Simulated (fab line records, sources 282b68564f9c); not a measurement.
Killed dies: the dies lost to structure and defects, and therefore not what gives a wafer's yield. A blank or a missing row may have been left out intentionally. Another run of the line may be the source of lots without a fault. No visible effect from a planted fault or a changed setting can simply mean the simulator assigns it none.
fab line records :: flow ritCmos :: part 2 of 2: steps 30 to 39 of 39
record
  lots=5
  wafers=15
  lastDay=7
route steps=202 shown REOX@102 NLDD@103 PLDD@114 SPACER@125 NSD@131
lots with no fault: from the same line, run without faults
startH: hours from the record's first day to the start of the lot's first wafer shown :: waitH: hours since the lot's step before :: " repeats the value in the row above :: L1.1+2: several wafers, shown together as one row :: - no value, or no start given :: * or withheld: withheld :: < > ~ a bound
route shown NAME@n: names a module that has steps shown in the file, with the first one's number in the route :: usual: average and standard deviation across the fault-free wafers :: same: alike in all rows :: chamber/n: place in a boat :: sites: readings site by site :: _std_site: standard deviation of those values :: _edge_site: inner sites' mean taken away from outer sites' mean :: radiusMm: for every site, how far away it sits from the centre of the wafer :: mask NAME#n: copy n :: behind: the tool/chamber that last shaped the wafer :: hold: the reason the lot was held/the length of the hold in hours/how it ended :: device: the transistor (n, p or np) that didn't switch :: end of line: tests run on the same wafers once the route is complete :: for a step that has no rows: nothing shown but its recipe :: killed: dies that structure and defects cost at the first sort, which is not the same as the wafer's yield :: map: a wafer's dies, marking killed ones x, the rest . and places with no die _
set.NAME: setting as actually run; set.NAME@STEP: the setting as run at that earlier step :: model.NAME: the simulator's own value behind a step, which no gauge read
lots seen at some steps along the route; tables by step, rows by wafer
services: from which hour (startH, from the record's first day; less than 0 if before it) a tool's chamber was out of use, for how many hours, and why
## steps
# step RIT_NSD_HMDS_00
# recipe
  primeTimeS=60
  primeTempC=140
# usual
  primeTempC=140.00/0.13
  resistLineTempC=23.01/0.11
# same
  primeTimeS=60
lot.wafer: L074.1
tool: lithoTrack-02
chamber: 0
startH: 52.38
waitH: 0.2
primeTempC: 139.98
resistLineTempC: 22.94

lot.wafer: L074.2
tool: lithoTrack-02
chamber: 0
startH: 52.38
waitH: 0.2
primeTempC: 139.95
resistLineTempC: 23.09

lot.wafer: L074.3
tool: lithoTrack-02
chamber: 0
startH: 52.38
waitH: 0.2
primeTempC: 140.23
resistLineTempC: 23.06

lot.wafer: L088.2
tool: lithoTrack-03
chamber: 0
startH: 122.23
waitH: 0.1
primeTempC: 140.02
resistLineTempC: 23.13

lot.wafer: L088.5
tool: lithoTrack-03
chamber: 0
startH: 122.23
waitH: 0.1
primeTempC: 139.95
resistLineTempC: 23.13

lot.wafer: L088.6
tool: lithoTrack-03
chamber: 0
startH: 122.23
waitH: 0.1
primeTempC: 140.07
resistLineTempC: 22.99

lot.wafer: L092.1
tool: lithoTrack-03
chamber: 0
startH: 142.08
waitH: 0.1
primeTempC: 140.15
resistLineTempC: 22.97

lot.wafer: L092.2
tool: lithoTrack-03
chamber: 0
startH: 142.08
waitH: 0.1
primeTempC: 139.94
resistLineTempC: 23.17

lot.wafer: L092.5
tool: lithoTrack-03
chamber: 0
startH: 142.08
waitH: 0.1
primeTempC: 139.91
resistLineTempC: 23.03

lot.wafer: L096.2
tool: lithoTrack-02
chamber: 0
startH: 159.22
waitH: 0.1
primeTempC: 140.14
resistLineTempC: 22.94

lot.wafer: L096.4
tool: lithoTrack-02
chamber: 0
startH: 159.22
waitH: 0.1
primeTempC: 139.90
resistLineTempC: 23.02

lot.wafer: L096.5
tool: lithoTrack-02
chamber: 0
startH: 159.22
waitH: 0.1
primeTempC: 140.15
resistLineTempC: 22.99

lot.wafer: L097.1
tool: lithoTrack-03
chamber: 0
startH: 166.15
waitH: 0.1
primeTempC: 139.91
resistLineTempC: 23.01

lot.wafer: L097.3
tool: lithoTrack-03
chamber: 0
startH: 166.15
waitH: 0.1
primeTempC: 139.93
resistLineTempC: 22.95

lot.wafer: L097.4
tool: lithoTrack-03
chamber: 0
startH: 166.15
waitH: 0.1
primeTempC: 140.12
resistLineTempC: 23.02
# step RIT_NSD_COAT_01
# recipe
  resist=NOVOLAK
  spinRpm=3250
  resistThkNm=1000
# usual
  resistLineTempC=23.01/0.11
lot.wafer: L074.1
tool: lithoTrack-02
chamber: 0
startH: 52.53
waitH: 0.1
resistLineTempC: 22.87

lot.wafer: L074.2
tool: lithoTrack-02
chamber: 0
startH: 52.53
waitH: 0.1
resistLineTempC: 22.92

lot.wafer: L074.3
tool: lithoTrack-02
chamber: 0
startH: 52.53
waitH: 0.1
resistLineTempC: 22.90

lot.wafer: L088.2
tool: lithoTrack-03
chamber: 0
startH: 122.38
waitH: 0.1
resistLineTempC: 22.95

lot.wafer: L088.5
tool: lithoTrack-03
chamber: 0
startH: 122.38
waitH: 0.1
resistLineTempC: 23.26

lot.wafer: L088.6
tool: lithoTrack-03
chamber: 0
startH: 122.38
waitH: 0.1
resistLineTempC: 23.12

lot.wafer: L092.1
tool: lithoTrack-03
chamber: 0
startH: 142.23
waitH: 0.1
resistLineTempC: 22.88

lot.wafer: L092.2
tool: lithoTrack-03
chamber: 0
startH: 142.23
waitH: 0.1
resistLineTempC: 22.90

lot.wafer: L092.5
tool: lithoTrack-03
chamber: 0
startH: 142.23
waitH: 0.1
resistLineTempC: 22.88

lot.wafer: L096.2
tool: lithoTrack-02
chamber: 0
startH: 159.37
waitH: 0.1
resistLineTempC: 22.95

lot.wafer: L096.4
tool: lithoTrack-02
chamber: 0
startH: 159.37
waitH: 0.1
resistLineTempC: 23.12

lot.wafer: L096.5
tool: lithoTrack-02
chamber: 0
startH: 159.37
waitH: 0.1
resistLineTempC: 23.11

lot.wafer: L097.1
tool: lithoTrack-03
chamber: 0
startH: 166.30
waitH: 0.1
resistLineTempC: 22.94

lot.wafer: L097.3
tool: lithoTrack-03
chamber: 0
startH: 166.30
waitH: 0.1
resistLineTempC: 23.05

lot.wafer: L097.4
tool: lithoTrack-03
chamber: 0
startH: 166.30
waitH: 0.1
resistLineTempC: 23.09
# step RIT_NSD_SOFTBAKE_02
# recipe
  resist=NOVOLAK
  tempC=90
  timeS=60
# usual
  resistLineTempC=22.98/0.11
lot.wafer: L074.1
tool: lithoTrack-02
chamber: 0
startH: 52.68
waitH: 0.1
resistLineTempC: 23.10

lot.wafer: L074.2
tool: lithoTrack-02
chamber: 0
startH: 52.68
waitH: 0.1
resistLineTempC: 22.95

lot.wafer: L074.3
tool: lithoTrack-02
chamber: 0
startH: 52.68
waitH: 0.1
resistLineTempC: 22.98

lot.wafer: L088.2
tool: lithoTrack-03
chamber: 0
startH: 122.53
waitH: 0.1
resistLineTempC: 23.13

lot.wafer: L088.5
tool: lithoTrack-03
chamber: 0
startH: 122.53
waitH: 0.1
resistLineTempC: 23.08

lot.wafer: L088.6
tool: lithoTrack-03
chamber: 0
startH: 122.53
waitH: 0.1
resistLineTempC: 23.05

lot.wafer: L092.1
tool: lithoTrack-03
chamber: 0
startH: 142.38
waitH: 0.1
resistLineTempC: 23.04

lot.wafer: L092.2
tool: lithoTrack-03
chamber: 0
startH: 142.38
waitH: 0.1
resistLineTempC: 22.90

lot.wafer: L092.5
tool: lithoTrack-03
chamber: 0
startH: 142.38
waitH: 0.1
resistLineTempC: 23.07

lot.wafer: L096.2
tool: lithoTrack-02
chamber: 0
startH: 159.52
waitH: 0.1
resistLineTempC: 22.89

lot.wafer: L096.4
tool: lithoTrack-02
chamber: 0
startH: 159.52
waitH: 0.1
resistLineTempC: 22.80

lot.wafer: L096.5
tool: lithoTrack-02
chamber: 0
startH: 159.52
waitH: 0.1
resistLineTempC: 22.95

lot.wafer: L097.1
tool: lithoTrack-03
chamber: 0
startH: 166.45
waitH: 0.1
resistLineTempC: 23.02

lot.wafer: L097.3
tool: lithoTrack-03
chamber: 0
startH: 166.45
waitH: 0.1
resistLineTempC: 22.91

lot.wafer: L097.4
tool: lithoTrack-03
chamber: 0
startH: 166.45
waitH: 0.1
resistLineTempC: 22.98
# step RIT_NSD_EXPOSE_03
# recipe
  maskId=M9
  na=0.57
  targetCdNm=40700
  doseMj=250
# same
  na=0.57
lot.wafer: L074.1+2+3
tool: ilineStepper-02
chamber: 0
startH: 52.83
waitH: 0.1
mask: M9#0

lot.wafer: L088.2+5+6
tool: ilineStepper-01
chamber: 0
startH: 122.82
waitH: 0.3
mask: M9#0

lot.wafer: L092.1+2+5
tool: ilineStepper-01
chamber: 0
startH: 142.66
waitH: 0.2
mask: M9#0

lot.wafer: L096.2+4+5
tool: ilineStepper-01
chamber: 0
startH: 159.67
waitH: 0.1
mask: M9#0

lot.wafer: L097.1+3+4
tool: ilineStepper-02
chamber: 0
startH: 166.72
waitH: 0.2
mask: M9#0
# step RIT_NSD_PEB_04
# recipe
  resist=NOVOLAK
  tempC=withheld
  timeS=withheld
# usual
  resistLineTempC=*
lot.wafer: L074.1
tool: lithoTrack-01
chamber: 0
startH: 52.95
waitH: 0.1
resistLineTempC: *

lot.wafer: L074.2
tool: lithoTrack-01
chamber: 0
startH: 52.95
waitH: 0.1
resistLineTempC: *

lot.wafer: L074.3
tool: lithoTrack-01
chamber: 0
startH: 52.95
waitH: 0.1
resistLineTempC: *

lot.wafer: L088.2
tool: lithoTrack-01
chamber: 0
startH: 122.94
waitH: 0.1
resistLineTempC: *

lot.wafer: L088.5
tool: lithoTrack-01
chamber: 0
startH: 122.94
waitH: 0.1
resistLineTempC: *

lot.wafer: L088.6
tool: lithoTrack-01
chamber: 0
startH: 122.94
waitH: 0.1
resistLineTempC: *

lot.wafer: L092.1
tool: lithoTrack-02
chamber: 0
startH: 142.77
waitH: 0.1
resistLineTempC: *

lot.wafer: L092.2
tool: lithoTrack-02
chamber: 0
startH: 142.77
waitH: 0.1
resistLineTempC: *

lot.wafer: L092.5
tool: lithoTrack-02
chamber: 0
startH: 142.77
waitH: 0.1
resistLineTempC: *

lot.wafer: L096.2
tool: lithoTrack-03
chamber: 0
startH: 159.79
waitH: 0.1
resistLineTempC: *

lot.wafer: L096.4
tool: lithoTrack-03
chamber: 0
startH: 159.79
waitH: 0.1
resistLineTempC: *

lot.wafer: L096.5
tool: lithoTrack-03
chamber: 0
startH: 159.79
waitH: 0.1
resistLineTempC: *

lot.wafer: L097.1
tool: lithoTrack-01
chamber: 0
startH: 166.86
waitH: 0.1
resistLineTempC: *

lot.wafer: L097.3
tool: lithoTrack-01
chamber: 0
startH: 166.86
waitH: 0.1
resistLineTempC: *

lot.wafer: L097.4
tool: lithoTrack-01
chamber: 0
startH: 166.86
waitH: 0.1
resistLineTempC: *
# step RIT_NSD_DEVELOP_05
# recipe
  resist=NOVOLAK
  developTimeS=50
  devTempC=23
# usual
  resistLineTempC=23.01/0.11
lot.wafer: L074.1
tool: lithoTrack-01
chamber: 0
startH: -
waitH: -
resistLineTempC: 23.06

lot.wafer: L074.2
tool: lithoTrack-01
chamber: 0
startH: -
waitH: -
resistLineTempC: 23.08

lot.wafer: L074.3
tool: lithoTrack-01
chamber: 0
startH: -
waitH: -
resistLineTempC: 23.14

lot.wafer: L088.2
tool: lithoTrack-01
chamber: 0
startH: -
waitH: -
resistLineTempC: 23.05

lot.wafer: L088.5
tool: lithoTrack-01
chamber: 0
startH: -
waitH: -
resistLineTempC: 22.99

lot.wafer: L088.6
tool: lithoTrack-01
chamber: 0
startH: -
waitH: -
resistLineTempC: 22.89

lot.wafer: L092.1
tool: lithoTrack-02
chamber: 0
startH: -
waitH: -
resistLineTempC: 23.02

lot.wafer: L092.2
tool: lithoTrack-02
chamber: 0
startH: -
waitH: -
resistLineTempC: 22.88

lot.wafer: L092.5
tool: lithoTrack-02
chamber: 0
startH: -
waitH: -
resistLineTempC: 22.92

lot.wafer: L096.2
tool: lithoTrack-03
chamber: 0
startH: -
waitH: -
resistLineTempC: 23.05

lot.wafer: L096.4
tool: lithoTrack-03
chamber: 0
startH: -
waitH: -
resistLineTempC: 23.13

lot.wafer: L096.5
tool: lithoTrack-03
chamber: 0
startH: -
waitH: -
resistLineTempC: 23.04

lot.wafer: L097.1
tool: lithoTrack-01
chamber: 0
startH: -
waitH: -
resistLineTempC: 23.05

lot.wafer: L097.3
tool: lithoTrack-01
chamber: 0
startH: -
waitH: -
resistLineTempC: 23.09

lot.wafer: L097.4
tool: lithoTrack-01
chamber: 0
startH: -
waitH: -
resistLineTempC: 22.78
# step RIT_NSD_OVL_MEAS_06
# usual
  NSD_OVL=0.2/1.3
lot.wafer: L074.1
tool: overlay-01
chamber: -
startH: 53.23
waitH: -
NSD_OVL[nm]: 3.5

lot.wafer: L074.2
tool: overlay-01
chamber: -
startH: 53.23
waitH: -
NSD_OVL[nm]: 2.8

lot.wafer: L074.3
tool: overlay-01
chamber: -
startH: 53.23
waitH: -
NSD_OVL[nm]: 2.6

lot.wafer: L088.2
tool: overlay-02
chamber: -
startH: 123.21
waitH: -
NSD_OVL[nm]: 2.1

lot.wafer: L088.5
tool: overlay-02
chamber: -
startH: 123.21
waitH: -
NSD_OVL[nm]: 1.4

lot.wafer: L088.6
tool: overlay-02
chamber: -
startH: 123.21
waitH: -
NSD_OVL[nm]: 0.9

lot.wafer: L092.1
tool: overlay-01
chamber: -
startH: 143.06
waitH: -
NSD_OVL[nm]: -0.5

lot.wafer: L092.2
tool: overlay-01
chamber: -
startH: 143.06
waitH: -
NSD_OVL[nm]: -2.1

lot.wafer: L092.5
tool: overlay-01
chamber: -
startH: 143.06
waitH: -
NSD_OVL[nm]: -0.6

lot.wafer: L096.2
tool: overlay-02
chamber: -
startH: 160.06
waitH: -
NSD_OVL[nm]: 0.5

lot.wafer: L096.4
tool: overlay-02
chamber: -
startH: 160.06
waitH: -
NSD_OVL[nm]: 0.5

lot.wafer: L096.5
tool: overlay-02
chamber: -
startH: 160.06
waitH: -
NSD_OVL[nm]: -0.1

lot.wafer: L097.1
tool: overlay-01
chamber: -
startH: 167.14
waitH: -
NSD_OVL[nm]: 0.7

lot.wafer: L097.3
tool: overlay-01
chamber: -
startH: 167.14
waitH: -
NSD_OVL[nm]: 2.1

lot.wafer: L097.4
tool: overlay-01
chamber: -
startH: 167.14
waitH: -
NSD_OVL[nm]: 1.6
# step RIT_NSD_HARDBAKE_07
# recipe
  resist=NOVOLAK
  tempC=140
  timeS=60
# usual
  resistLineTempC=22.99/0.12
lot.wafer: L074.1
tool: lithoTrack-01
chamber: 0
startH: 53.26
waitH: 0.0
resistLineTempC: 23.07

lot.wafer: L074.2
tool: lithoTrack-01
chamber: 0
startH: 53.26
waitH: 0.0
resistLineTempC: 23.09

lot.wafer: L074.3
tool: lithoTrack-01
chamber: 0
startH: 53.26
waitH: 0.0
resistLineTempC: 23.00

lot.wafer: L088.2
tool: lithoTrack-03
chamber: 0
startH: 123.39
waitH: 0.2
resistLineTempC: 22.96

lot.wafer: L088.5
tool: lithoTrack-03
chamber: 0
startH: 123.39
waitH: 0.2
resistLineTempC: 23.00

lot.wafer: L088.6
tool: lithoTrack-03
chamber: 0
startH: 123.39
waitH: 0.2
resistLineTempC: 22.75

lot.wafer: L092.1
tool: lithoTrack-03
chamber: 0
startH: 143.09
waitH: 0.0
resistLineTempC: 22.83

lot.wafer: L092.2
tool: lithoTrack-03
chamber: 0
startH: 143.09
waitH: 0.0
resistLineTempC: 22.80

lot.wafer: L092.5
tool: lithoTrack-03
chamber: 0
startH: 143.09
waitH: 0.0
resistLineTempC: 22.94

lot.wafer: L096.2
tool: lithoTrack-01
chamber: 0
startH: 160.11
waitH: 0.0
resistLineTempC: 22.86

lot.wafer: L096.4
tool: lithoTrack-01
chamber: 0
startH: 160.11
waitH: 0.0
resistLineTempC: 23.05

lot.wafer: L096.5
tool: lithoTrack-01
chamber: 0
startH: 160.11
waitH: 0.0
resistLineTempC: 22.99

lot.wafer: L097.1
tool: lithoTrack-03
chamber: 0
startH: 167.17
waitH: 0.0
resistLineTempC: 23.05

lot.wafer: L097.3
tool: lithoTrack-03
chamber: 0
startH: 167.17
waitH: 0.0
resistLineTempC: 23.16

lot.wafer: L097.4
tool: lithoTrack-03
chamber: 0
startH: 167.17
waitH: 0.0
resistLineTempC: 23.09
# step RIT_NSD_IMPLANT_08
# recipe
  species=P
  energyKev=25
  doseCm2=1e+15
  tiltDeg=7
lot.wafer: L074.1+2+3
tool: implanter-02
chamber: 0
startH: 53.41
waitH: 0.1

lot.wafer: L088.2+5+6
tool: implanter-01
chamber: 0
startH: 123.54
waitH: 0.1

lot.wafer: L092.1+2+5
tool: implanter-02
chamber: 0
startH: 143.24
waitH: 0.1

lot.wafer: L096.2+4+5
tool: implanter-04
chamber: 0
startH: 160.26
waitH: 0.1

lot.wafer: L097.1+3+4
tool: implanter-04
chamber: 0
startH: 167.32
waitH: 0.1
# step RIT_NSD_STRIP_09
# recipe
  chemistry=O2
  timeS=180
  resist=NOVOLAK
  platenTempC=withheld
  powerW=500
  pressureMtorr=4000
  o2FlowSccm=4000
# usual
  drypumpMotorCurrentA=5.4/0.58
  o2FlowSccm=3999/12
lot.wafer: L074.1
tool: plasmaAsher-01
chamber: 1
startH: 53.56
waitH: 0.1
drypumpMotorCurrentA: 4.7
o2FlowSccm: 3991
rfHoursCounterH: 33

lot.wafer: L074.2
tool: plasmaAsher-01
chamber: 0
startH: 53.56
waitH: 0.1
drypumpMotorCurrentA: 5.3
o2FlowSccm: 3981
rfHoursCounterH: 33

lot.wafer: L074.3
tool: plasmaAsher-01
chamber: 1
startH: 53.56
waitH: 0.1
drypumpMotorCurrentA: 4.7
o2FlowSccm: 4012
rfHoursCounterH: -

lot.wafer: L088.2
tool: plasmaAsher-02
chamber: 0
startH: 123.67
waitH: 0.1
drypumpMotorCurrentA: 6.5
o2FlowSccm: 3992
rfHoursCounterH: 30

lot.wafer: L088.5
tool: plasmaAsher-02
chamber: 0
startH: 123.67
waitH: 0.1
drypumpMotorCurrentA: 6.5
o2FlowSccm: 4007
rfHoursCounterH: -

lot.wafer: L088.6
tool: plasmaAsher-02
chamber: 1
startH: 123.67
waitH: 0.1
drypumpMotorCurrentA: 5.0
o2FlowSccm: 3994
rfHoursCounterH: -

lot.wafer: L092.1
tool: plasmaAsher-01
chamber: 0
startH: 143.39
waitH: 0.1
drypumpMotorCurrentA: 5.3
o2FlowSccm: 4009
rfHoursCounterH: 3

lot.wafer: L092.2
tool: plasmaAsher-01
chamber: 1
startH: 143.39
waitH: 0.1
drypumpMotorCurrentA: 4.7
o2FlowSccm: 3984
rfHoursCounterH: 3

lot.wafer: L092.5
tool: plasmaAsher-01
chamber: 1
startH: 143.39
waitH: 0.1
drypumpMotorCurrentA: 4.7
o2FlowSccm: 3996
rfHoursCounterH: -

lot.wafer: L096.2
tool: plasmaAsher-01
chamber: 1
startH: 160.39
waitH: 0.1
drypumpMotorCurrentA: 4.7
o2FlowSccm: 3990
rfHoursCounterH: 5

lot.wafer: L096.4
tool: plasmaAsher-01
chamber: 0
startH: 160.39
waitH: 0.1
drypumpMotorCurrentA: 5.3
o2FlowSccm: 4007
rfHoursCounterH: -

lot.wafer: L096.5
tool: plasmaAsher-01
chamber: 0
startH: 160.39
waitH: 0.1
drypumpMotorCurrentA: 5.3
o2FlowSccm: 4007
rfHoursCounterH: -

lot.wafer: L097.1
tool: plasmaAsher-02
chamber: 0
startH: 167.47
waitH: 0.1
drypumpMotorCurrentA: 6.5
o2FlowSccm: 3993
rfHoursCounterH: 35

lot.wafer: L097.3
tool: plasmaAsher-02
chamber: 1
startH: 167.47
waitH: 0.1
drypumpMotorCurrentA: 5.0
o2FlowSccm: 4011
rfHoursCounterH: -

lot.wafer: L097.4
tool: plasmaAsher-02
chamber: 0
startH: 167.47
waitH: 0.1
drypumpMotorCurrentA: 6.5
o2FlowSccm: 3996
rfHoursCounterH: -
## services
tool: plasmaAsher-03
chamber: -
startH: 27.69
hours: 0.9
kind: repair

tool: ilineStepper-02
chamber: -
startH: 31.40
hours: 1.7
kind: pm

tool: rieDiel-01
chamber: -
startH: 33.88
hours: 0.5
kind: repair

tool: lpcvd-02
chamber: -
startH: 35.00
hours: 14.6
kind: pm

tool: ilineStepper-02
chamber: -
startH: 35.11
hours: 0.9
kind: repair

tool: rieDiel-01
chamber: 1
startH: 35.75
hours: 48.8
kind: repair

tool: plasmaAsher-01
chamber: -
startH: 38.42
hours: 0.3
kind: repair

tool: rieDiel-03
chamber: 2
startH: 42.92
hours: 8.1
kind: repair

tool: rieDiel-02
chamber: 3
startH: 60.54
hours: 7.6
kind: repair

tool: ilineStepper-01
chamber: -
startH: 86.13
hours: 1.8
kind: repair

tool: implanter-02
chamber: -
startH: 95.61
hours: 5.9
kind: pm

tool: wetBench-01
chamber: -
startH: 96.57
hours: 1.0
kind: repair

tool: plasmaAsher-01
chamber: -
startH: 108.75
hours: 9.0
kind: pm

tool: rieDiel-01
chamber: 2
startH: 123.10
hours: 3.8
kind: repair

tool: implanter-04
chamber: -
startH: 135.25
hours: 3.4
kind: pm

tool: rieDiel-01
chamber: 0
startH: 139.81
hours: 2.8
kind: repair

tool: implanter-04
chamber: -
startH: 140.59
hours: 3.8
kind: repair

tool: plasmaAsher-03
chamber: -
startH: 141.43
hours: 21.2
kind: repair

tool: ilineStepper-02
chamber: -
startH: 145.01
hours: 10.1
kind: repair

tool: ilineStepper-02
chamber: -
startH: 147.44
hours: 7.0
kind: repair

tool: lpcvd-02
chamber: -
startH: 151.96
hours: 1.2
kind: repair

tool: plasmaAsher-02
chamber: -
startH: 157.25
hours: 4.0
kind: repair

tool: rieDiel-01
chamber: 3
startH: 163.92
hours: 6.4
kind: repair

tool: implanter-01
chamber: -
startH: 166.06
hours: 3.2
kind: repair
